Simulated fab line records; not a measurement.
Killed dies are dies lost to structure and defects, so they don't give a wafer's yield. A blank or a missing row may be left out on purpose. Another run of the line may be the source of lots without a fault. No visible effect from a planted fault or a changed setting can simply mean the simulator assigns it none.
fab line records | flow rit-cmos
[record] lots = 6 | wafers = 18 | last-day = 6
route steps=202 shown PLDD@122 SPACER@125 NSD@131
lots with no fault: from the same line, run without faults
start-h: hours from the record's first day to the start of the lot's first wafer shown | wait-h: hours from the lot's prior step to this one | " repeats the value in the row above | L1.1+2: a row that stands for several wafers | - either no value or no given start | * or withheld: withheld | < > ~ a bound
route shown NAME@n: NAME is a module with steps in the file, n the number in the route of the first one | usual: average and standard deviation across the fault-free wafers | same: alike in all rows | chamber/n: place in a boat | sites: readings site by site | _std_site: their standard deviation | _edge_site: outer sites' mean less inner sites' | radius-mm: how far each site lies from the wafer's centre | mask NAME#n: copy n | behind: tool/chamber where the wafer was last shaped | hold: cause of the lot's hold/its duration in hours/its outcome | device: names the non-switching transistor (n, p or np) | end of line: tests of these same wafers at the route's end | where a step has no rows: the recipe by itself | killed: at the first sort, the dies lost to defects and structure; wafer yield is something else | map: a wafer's dies, x killed, . not, _ none there
set.NAME: the run value of the setting; set.NAME@STEP: its run value at that earlier step | model.NAME: the simulator's own value behind a step, which no gauge read
lots at selected steps of the route; one table per step, one row per wafer
services: the hour from which a tool's chamber was out of use, counted from the record's first day as start-h (under 0 if before that day), plus the number of hours and why
[[steps]]
[step RIT_PLDD_IMPLANT_08]
[recipe] species = BF2 | energy-kev = 20 | dose-cm2 = 9e+14 | tilt-deg = 7
[step RIT_PLDD_STRIP_09]
[recipe] chemistry = O2 | time-s = 180 | resist = NOVOLAK | platen-temp-c = withheld | power-w = 500 | pressure-mtorr = 4000 | o2-flow-sccm = 4000
[usual] drypump-motor-current-A = 6.0/0.32 | o2-flow-sccm = 3998/12
lot.wafer | tool            | chamber | start-h | wait-h | drypump-motor-current-A | o2-flow-sccm | rf-hours-counter-h
L113.1    | plasma-asher-04 | 1       | 48.95   | 0.1    | 5.8                     | 4004         | 43
L113.4    | "               | 0       | "       | "      | 5.9                     | 4005         | -
L113.5    | "               | 0       | "       | "      | 5.9                     | 4003         | -
L116.2    | plasma-asher-03 | 0       | 66.13   | 0.1    | 5.4                     | 3990         | 41
L116.3    | "               | 0       | "       | "      | 5.4                     | 3992         | -
L116.6    | "               | 0       | "       | "      | 5.4                     | 4015         | -
L117.2    | plasma-asher-01 | 0       | 69.35   | 0.1    | 6.5                     | 3995         | 26
L117.4    | "               | 1       | "       | "      | 6.0                     | 4012         | -
L117.5    | "               | 0       | "       | "      | 6.5                     | 3990         | -
L118.2    | plasma-asher-01 | 0       | 73.94   | 0.1    | 6.5                     | 3984         | 27
L118.5    | "               | 1       | "       | "      | 6.0                     | 3972         | -
L118.6    | "               | 0       | "       | "      | 6.5                     | 3984         | -
L124.1    | plasma-asher-01 | 1       | 106.05  | 0.1    | 6.0                     | 4004         | 30
L124.5    | "               | 1       | "       | "      | 6.0                     | 4026         | -
L124.6    | "               | 0       | "       | "      | 6.5                     | 3994         | -
L129.1    | plasma-asher-04 | 0       | 131.55  | 0.1    | 5.9                     | 3993         | 51
L129.2    | "               | 1       | "       | "      | 5.7                     | 4007         | 51
L129.5    | "               | 1       | "       | "      | 5.8                     | 3998         | -
[step RIT_PLDD_TW_MEAS_10]
[usual] PLDD_TW = 2345/11
lot.wafer | tool          | chamber | start-h | wait-h | PLDD_TW
L113.1    | film-metro-01 | -       | 49.12   | 0.1    | 2341
L113.4    | "             | -       | "       | "      | 2322
L113.5    | "             | -       | "       | "      | 2330
L116.2    | film-metro-02 | -       | 66.32   | 0.1    | 2343
L116.3    | "             | -       | "       | "      | 2334
L116.6    | "             | -       | "       | "      | 2352
L117.2    | film-metro-04 | -       | 69.54   | 0.1    | 2335
L117.4    | "             | -       | "       | "      | 2334
L117.5    | "             | -       | "       | "      | 2334
L118.2    | film-metro-01 | -       | 74.12   | 0.1    | 2348
L118.5    | "             | -       | "       | "      | 2353
L118.6    | "             | -       | "       | "      | 2354
L124.1    | film-metro-02 | -       | 106.22  | 0.1    | 2337
L124.5    | "             | -       | "       | "      | 2353
L124.6    | "             | -       | "       | "      | 2342
L129.1    | film-metro-02 | -       | 131.72  | 0.1    | 2336
L129.2    | "             | -       | "       | "      | 2332
L129.5    | "             | -       | "       | "      | 2325
[step RIT_SPACER_CLEAN_00]
[recipe] chemistry = SC1 | mix = 3:3:50 | time-s = 600 | temp-c = 75
[step RIT_SPACER_CLEAN_01]
[recipe] chemistry = dHF | dilution = 50:1 | time-s = 30
[step RIT_SPACER_CLEAN_02]
[recipe] chemistry = SC2 | mix = 3:3:50 | time-s = 600 | temp-c = 75 | dry = n2-spin
[step RIT_SPACER_CVD_03]
[recipe] material = Si3N4 | target-thk-nm = 250 | temp-c = 810 | precursor = SiH2Cl2/NH3 | time-s = 3300 | pressure-mtorr = 300 | sih2cl2-flow-sccm = 60 | nh3-flow-sccm = 150
[step RIT_SPACER_THK_MEAS_04]
[recipe] reads = Si3N4_of_SPACER_CVD_03
[usual] SPACER_NITRIDE_THK = 249.6/2
lot.wafer | tool          | chamber | start-h | wait-h | SPACER_NITRIDE_THK[nm]
L113.1    | film-metro-04 | -       | 52.43   | 0.0    | 247.2
L113.4    | "             | -       | "       | "      | 248.6
L113.5    | "             | -       | "       | "      | 248.3
L116.2    | film-metro-04 | -       | 68.69   | 0.0    | 248.5
L116.3    | "             | -       | "       | "      | 249.6
L116.6    | "             | -       | "       | "      | 249.7
L117.2    | film-metro-03 | -       | 71.92   | 0.0    | 245.4
L117.4    | "             | -       | "       | "      | 247.5
L117.5    | "             | -       | "       | "      | 244.1
L118.2    | film-metro-03 | -       | 76.48   | 0.0    | 247.6
L118.5    | "             | -       | "       | "      | 248.6
L118.6    | "             | -       | "       | "      | 246.6
L124.1    | film-metro-03 | -       | 108.57  | 0.0    | 250.4
L124.5    | "             | -       | "       | "      | 249.8
L124.6    | "             | -       | "       | "      | 249.3
L129.1    | film-metro-02 | -       | 134.07  | 0.0    | 251.5
L129.2    | "             | -       | "       | "      | 249.9
L129.5    | "             | -       | "       | "      | 250.0
[step RIT_SPACER_ETCHBACK_05]
[recipe] target-depth-a = 2500 | SF6_flow_sccm = 30 | CHF3_flow_sccm = 30 | target = Si3N4 | chemistry = SF6/CHF3 | pressure-mtorr = 40 | rf-w = 250 | time-s = 240 | stop-on = SiO2
[usual] drypump-motor-current-A = 5.60/0.28 | oes-product-au = 0.848/0.0098 | throttle-valve-pct = 10.27/0.13
lot.wafer | tool        | chamber | start-h | wait-h | drypump-motor-current-A | oes-product-au | rf-hours-counter-h | throttle-valve-pct
L113.1    | rie-diel-01 | 1       | 52.49   | 0.1    | 5.21                    | 0.840          | 24                 | 10.20
L113.4    | "           | 0       | "       | "      | 5.42                    | 0.851          | 125                | 10.20
L113.5    | "           | 1       | "       | "      | 5.20                    | 0.841          | -                  | 10.19
L116.2    | rie-diel-02 | 2       | 68.74   | 0.0    | 6.24                    | 0.842          | 158                | 10.12
L116.3    | "           | 0       | "       | "      | 5.78                    | 0.841          | 92                 | 10.10
L116.6    | "           | 1       | "       | "      | 5.63                    | 0.840          | -                  | 10.52
L117.2    | rie-diel-01 | 3       | 71.97   | 0.0    | 5.55                    | 0.846          | 11                 | 10.30
L117.4    | "           | 1       | "       | "      | 5.21                    | 0.840          | 24                 | 10.20
L117.5    | "           | 3       | "       | "      | 5.51                    | 0.829          | -                  | 10.31
L118.2    | rie-diel-02 | 2       | 76.53   | 0.0    | 6.30                    | 0.840          | 158                | 10.11
L118.5    | "           | 2       | "       | "      | 6.32                    | 0.845          | -                  | 10.11
L118.6    | "           | 0       | "       | "      | 5.76                    | 0.834          | -                  | 10.08
L124.1    | rie-diel-02 | 3       | 108.63  | 0.1    | 5.55                    | 0.854          | 0                  | 10.29
L124.5    | "           | 0       | "       | "      | 5.74                    | 0.843          | -                  | 10.08
L124.6    | "           | 3       | "       | "      | 5.53                    | 0.856          | -                  | 10.30
L129.1    | rie-diel-04 | 1       | 134.13  | 0.1    | 5.70                    | 0.861          | 51                 | 10.23
L129.2    | "           | 2       | "       | "      | 5.18                    | 0.852          | 115                | 10.32
L129.5    | "           | 1       | "       | "      | 5.72                    | 0.852          | -                  | 10.22
[step RIT_NSD_HMDS_00]
[recipe] prime-time-s = 60 | prime-temp-c = 140
[step RIT_NSD_COAT_01]
[recipe] resist = NOVOLAK | spin-rpm = 3250 | resist-thk-nm = 1000
[step RIT_NSD_SOFTBAKE_02]
[recipe] resist = NOVOLAK | temp-c = 90 | time-s = 60
[step RIT_NSD_EXPOSE_03]
[recipe] mask-id = M9 | na = 0.57 | target-cd-nm = 40700 | dose-mj = 250
[usual] exposure-dose-mJ-cm2 = 250.03/0.24 | focus-offset-nm = 0.0/0.59 | reticle-temp-C = 23.00/0.095
lot.wafer | tool             | chamber | start-h | wait-h | mask | exposure-dose-mJ-cm2 | focus-offset-nm | reticle-temp-C
L113.1    | iline-stepper-01 | 0       | 53.28   | 0.1    | M9#0 | 249.97               | 0.7             | 23.07
L113.4    | "                | 0       | "       | "      | M9#0 | 249.51               | 0.4             | 22.96
L113.5    | "                | 0       | "       | "      | M9#0 | 250.32               | 0.2             | 23.09
L116.2    | iline-stepper-01 | -       | 69.54   | 0.3    | M9#0 | -                    | -               | -
L116.3    | "                | -       | "       | "      | M9#0 | -                    | -               | -
L116.6    | "                | -       | "       | "      | M9#0 | -                    | -               | -
L117.2    | iline-stepper-01 | -       | 72.59   | 0.1    | M9#0 | -                    | -               | -
L117.4    | "                | -       | "       | "      | M9#0 | -                    | -               | -
L117.5    | "                | -       | "       | "      | M9#0 | -                    | -               | -
L118.2    | iline-stepper-01 | 0       | 77.27   | 0.1    | M9#0 | 249.95               | -0.3            | 22.95
L118.5    | "                | 0       | "       | "      | M9#0 | 250.13               | -0.6            | 22.95
L118.6    | "                | 0       | "       | "      | M9#0 | 250.32               | -0.6            | 22.89
L124.1    | iline-stepper-02 | 0       | 109.23  | 0.1    | M9#0 | 250.30               | 0.9             | 22.97
L124.5    | "                | 0       | "       | "      | M9#0 | 250.20               | -0.3            | 22.96
L124.6    | "                | 0       | "       | "      | M9#0 | 250.04               | 0.3             | 23.08
L129.1    | iline-stepper-02 | 0       | 134.93  | 0.2    | M9#0 | 250.18               | 0.0             | 22.88
L129.2    | "                | 0       | "       | "      | M9#0 | 250.03               | 0.4             | 22.79
L129.5    | "                | 0       | "       | "      | M9#0 | 249.95               | 0.6             | 23.02
[step RIT_NSD_PEB_04]
[recipe] resist = NOVOLAK | temp-c = withheld | time-s = withheld
[[services]]
tool             | chamber | start-h | hours | kind
rie-diel-02      | 2       | 47.65   | 11.6  | repair
plasma-asher-03  | -       | 56.69   | 2.8   | pm
rie-diel-04      | 0       | 58.18   | 22.7  | repair
iline-stepper-01 | -       | 58.87   | 1.7   | pm
iline-stepper-02 | -       | 67.08   | 4.4   | pm
rie-diel-02      | 3       | 74.83   | -     | clean
rie-diel-02      | 3       | 74.83   | 14.3  | scheduled-down
rie-diel-02      | 3       | 74.83   | 14.3  | vent-cycle
rie-diel-01      | 2       | 80.22   | -     | clean
rie-diel-01      | 2       | 80.22   | 23.5  | scheduled-down
rie-diel-01      | 2       | 80.22   | 23.5  | vent-cycle
iline-stepper-01 | -       | 89.14   | 1.5   | repair
rie-diel-02      | 2       | 104.54  | -     | clean
rie-diel-02      | 2       | 104.54  | 30.5  | scheduled-down
rie-diel-02      | 2       | 104.54  | 30.5  | vent-cycle
iline-stepper-01 | 0       | 108.09  | -     | calibration
plasma-asher-03  | -       | 108.75  | 9.0   | pm
plasma-asher-03  | 0       | 108.75  | 9.0   | vent-cycle
plasma-asher-03  | 1       | 108.75  | 9.0   | vent-cycle
rie-diel-02      | 1       | 109.40  | 4.0   | repair
plasma-asher-03  | 0       | 117.75  | -     | clean
rie-diel-04      | 3       | 127.92  | 6.3   | repair
rie-diel-01      | 2       | 132.48  | 1.5   | repair
rie-diel-04      | 0       | 133.90  | 50.4  | repair
[[key]]
[first-sign] step = RIT_NSD_EXPOSE_03 | reading = tool-record | direction = missing
effect none on later readings
met-at RIT_NSD_EXPOSE_03
struck-wafers L116.2,L116.3,L116.6,L117.2,L117.4,L117.5
sort-left-out L116.2,L116.3,L116.6,L117.2,L117.4,L117.5
tester-left-out L116,L117
onset-between 53.28 69.54
[fault] kind = skipped-step-whole | tool = iline-stepper-01 | chamber = - | onset-h = 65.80 | steps = RIT_NSD_EXPOSE_03 | scope = struck-lots-only
// tester-left-out: of these lots the tester's yield and bins aren't shown, on N5 and GAA mostly nor the transistor test; their killed dies are dies lost to structure and defects alone, not to doping, threshold or leakage, so they don't give the yield
// sort-left-out: the simulated sort isn't trusted on such a fault, so these wafers' sort isn't shown, and their yield isn't known
